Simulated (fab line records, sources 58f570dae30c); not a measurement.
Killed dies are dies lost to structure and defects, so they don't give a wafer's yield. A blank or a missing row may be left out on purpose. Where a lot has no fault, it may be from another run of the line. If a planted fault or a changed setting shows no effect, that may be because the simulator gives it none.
A lot that was struck, set against a sound lot + flow berkeley_cmos170 + 29 steps out of a route of 331
Sound: wafers L743.1, L743.5, L743.6. Wafers L741.1, L741.5, L741.6 were the ones struck. At the end, the cause is stated.
At each step with rows: each side's tool, then ch and its chambers, then its first start. Under that, the readings that differ: sound wafers + struck wafers + difference of the means + sigmas: that difference in standard deviations of wafers without a fault.
alike: words and numbers the same on both sides, and readings whose means are apart by under 2 such deviations; not compared: readings that were withheld, readings missing a value for some wafer, numbers with overlapping values and no deviation given by the record, and bounds like >300 which may hide the same value.
A row with sigmas, a row that says differs or no value, or rows on one side alone: a step with any of these is where the two part. When numbers do not overlap yet have no deviation, they are printed without sigmas and do not part them. Lack of a reading on every wafer of one side parts them only where that side has two or more wafers.

first, 6 steps without rows for these wafers: UCB170_PVT_HMDS_00 (prime time 60 s); UCB170_PVT_COAT_01 (resist thk 900 nm); UCB170_PVT_SOFTBAKE_02 (time 60 s); UCB170_PVT_EXPOSE_03 (exposes mask NWELL, target cd 3000 nm); UCB170_PVT_PEB_04; UCB170_PVT_DEVELOP_05 (develop time 45 s).
UCB170_PVT_OVL_MEAS_06:
  sound: overlay-01 at day 9 19:49; struck: overlay-01 at day 9 19:55
  alike: PVT_OVL
following that, these wafers have no rows for 1 step: UCB170_PVT_IMPLANT_07.
UCB170_PVT_STRIP_08: strips in O2.
  sound on plasma_asher-03 ch 0,1, day 9 20:01; struck on plasma_asher-02 ch 0,1, day 9 20:06
  alike: chamber_pressure_mTorr, drypump_motor_current_A, oes_product_au, strip_time_to_endpoint_s
  not compared: rf_hours_counter_h
UCB170_PVT_TW_MEAS_09:
  sound: film_metro-03 at day 9 20:07; struck: film_metro-04 at day 9 20:12
  alike: PVT_TW
then, 1 step without rows for these wafers: UCB170_GATE_WET_ETCH_00 (etches SiO2 in dHF, time 200 s).
UCB170_FIELD_THK_MEAS_91:
  sound: film_metro-01 at day 9 20:14; struck: film_metro-01 at day 9 20:19
  alike: FIELD_OXIDE_LEFT_2_THK
UCB170_GATE_OXIDATION_01: target thk 6.6 nm, ox time 1800 s.
  sound on furnace-01 ch 0, day 9 23:16; struck on furnace-01 ch 0, day 10 02:01
  alike: tube_center_temp_C_max, zone_power_load_pct
UCB170_GATE_THK_MEAS_02:
  sound: film_metro-03 at day 10 00:46; struck: film_metro-02 at day 10 03:50
| reading             | sound          | struck            | difference | sigmas |
|---------------------|----------------|-------------------|------------|--------|
| GATE_OXIDE_THK (nm) | 6.40 6.48 6.49 | 10.64 10.76 10.83 | +4.29      | +29    |
then, 2 steps without rows for these wafers: UCB170_GATE_ANNEAL_03 (time 1800 s); UCB170_GATE_CVD_04 (deposits poly-Si from SiH4, time 1440 s, target thk 214 nm).
UCB170_GATE_THK_MEAS_05:
  sound: film_metro-03 at day 10 07:08; struck: film_metro-02 at day 10 14:31
  alike: GATE_POLY_THK
then, 6 steps without rows for these wafers: UCB170_GATE_COAT_06; UCB170_GATE_COAT_07 (resist thk 900 nm); UCB170_GATE_SOFTBAKE_08 (time 60 s); UCB170_GATE_EXPOSE_09 (exposes mask POLY, target cd 350 nm); UCB170_GATE_PEB_10; UCB170_GATE_DEVELOP_11 (develop time 45 s).
UCB170_GATE_CD_MEAS_12: the cd target is 350 nm.
  sound: cd_sem-02 at day 10 08:39; struck: cd_sem-01 at day 10 15:27
  alike: cd_nm
UCB170_GATE_OVL_MEAS_13:
  sound: overlay-02 at day 10 08:46; struck: overlay-01 at day 10 15:34
  alike: GATE_OVL
UCB170_GATE_ETCH_14: etches BARC in N2/H2.
  sound on rie_diel-04 ch 0,1,2, day 10 08:48; struck on rie_diel-04 ch 0,1,2, day 10 15:36
  alike: chamber_pressure_mTorr, drypump_motor_current_A, h2_flow_sccm, oes_product_au, throttle_valve_pct
UCB170_GATE_ETCH_15: etches poly-Si in HBr/Cl2, stops on SiO2, time 56.3 s, target depth 278.2 nm.
  sound on rie_si-01 ch 0,2,3, day 10 08:50; struck on rie_si-01 ch 0,1, day 10 15:38
| reading                                     | sound          | struck           | difference | sigmas |
|---------------------------------------------|----------------|------------------|------------|--------|
| model.SiO2_of_GATE_OXIDATION_01.thk_nm (nm) | 6.43 6.485 6.5 | 10.64 10.8 10.87 | +4.30      |        |
  alike: chamber_pressure_mTorr, drypump_motor_current_A, oes_product_au, throttle_valve_pct
  not compared: rf_hours_counter_h
UCB170_GATE_STRIP_16: strips in O2.
  sound on plasma_asher-02 ch 0,1, day 10 08:53; struck on plasma_asher-03 ch 0,1, day 10 15:41
  alike: chamber_pressure_mTorr, drypump_motor_current_A, oes_product_au
  not compared: rf_hours_counter_h
UCB170_M3_PROBE_99:
  only the struck wafers here have rows in the record (prober-01, day 12 06:41); the sound ones have none

## WHERE THEY PART
At UCB170_GATE_THK_MEAS_02 first; at UCB170_M3_PROBE_99 last (within this record only).

WHY: whatever the simulator had introduced
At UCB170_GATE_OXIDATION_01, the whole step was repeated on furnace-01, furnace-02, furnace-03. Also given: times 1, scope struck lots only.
